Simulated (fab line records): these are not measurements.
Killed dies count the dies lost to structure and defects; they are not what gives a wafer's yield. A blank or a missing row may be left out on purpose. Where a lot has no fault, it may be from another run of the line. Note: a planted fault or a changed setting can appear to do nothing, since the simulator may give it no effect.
8D (eight disciplines) problem report, filled in by code -- flow rit-cmos -- the parts of the form that need people (team, actions taken, sign-off) are left out

== 1. PROBLEM STATEMENT ==
Mean of cd-nm at RIT_M1_CD_MEAS_90: 2578 nm across 2 wafers in 2 lots; on wafers with no fault it is 2601 nm (standard deviation 3.1). Measured from the usual mean, that is -7.4 standard deviations.
The step: target cd 2600 nm.
First seen on wafer L949.1, day 6 23:41, on cd-sem-01. The record holds 42 wafers of 14 lots with a number at this step. The rule behind "out" and "out of limits": a value lying over 4 standard deviations away from the usual mean. Any other wafer with a number is counted as sound.

== 2. WHAT THIS IS AND IS NOT ==
question,is,is not
which readings at this step,cd-nm,-
which lots,"L949, L951","L933, L934, L935, L936, L937, L940, L943, L946, L947, L950, L953, L955"
which wafers of those lots,"L949.1, L951.3","L949.2, L949.3, L951.1, L951.6"
read on which gauges,cd-sem-01,cd-sem-02
when,from day 6 23:41,"up to then (29 sound wafers); but 11 sound wafers of L950, L951, L953, L955 came after"

== 3. THE SUSPECTS, EACH WITH WHAT RULES IT OUT ==
Counting: any tool at a process step up to the reading remains a suspect provided it ran every lot that is out. Sound lots after the first of them don't rule it out here, since some wafers of a struck lot are sound.
- the gauge at RIT_M1_CD_MEAS_90: ruled out. All the wafers that are out were read on cd-sem-01, but those of them that RIT_M1_METAL_ETCH_12 has rows for are out there too, on other tools.
- rie-metal-01 at RIT_M1_METAL_ETCH_12 (etches Al in Cl2/BCl3, stops on SiO2, time 165 s, target depth 600 nm): kept. It processed each lot that is out (first: L949, day 6 23:11); up to then, its last sound lot is L946 (day 6 04:17). Out on those wafers are its own readings of rf-fwd-power-W.
- Within rie-metal-01 at RIT_M1_METAL_ETCH_12, the wafers that are out were processed in chamber 1 and their sound lot-mates in chamber 0.
The count leaves rie-metal-01 at RIT_M1_METAL_ETCH_12.

== 4. THE CAUSE (what the simulator had put in) ==
rie-metal-01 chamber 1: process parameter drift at RIT_M1_METAL_ETCH_12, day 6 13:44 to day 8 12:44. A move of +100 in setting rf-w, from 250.
This tool alone remained once counting was done.

== 5. SEQUENCE OF EFFECTS, ordered by route ==
Each row: a reading where the mean over the struck wafers with a number is more than 3 standard deviations away from the usual. Scope: only readings with a usual standard deviation given in the record; hours: median across lots of the time from each lot's start at the first step in this table that gives one to its start at this step; sigmas: change in usual standard deviations.
hours,step,reading,usual,on struck wafers,change,sigmas
0,RIT_M1_METAL_ETCH_12,rf-fwd-power-W,249.0 W,348.8,+99.8,+99 or more
1,RIT_M1_CD_MEAS_90,cd-nm,2601 nm,2578,-23,-7.4
The process steps in it:
- RIT_M1_METAL_ETCH_12: etches Al in Cl2/BCl3, stops on SiO2, time 165 s, target depth 600 nm.

== 6. WHAT WOULD HAVE CAUGHT IT SOONER ==
Counted from the fault's start at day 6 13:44, it took 10 hours until the first out-of-limits reading at a measuring or inspecting step in this record, taken at day 6 23:41.
The tool's own readings at RIT_M1_METAL_ETCH_12 were out on every struck wafer that the step has a row for (rf-fwd-power-W): an alarm limit on them would have fired on the first of those.
Of the lots that are out (2), L951 began RIT_M1_METAL_ETCH_12 on rie-metal-01 after day 6 23:41. A hold on the tool at that time would have spared it.
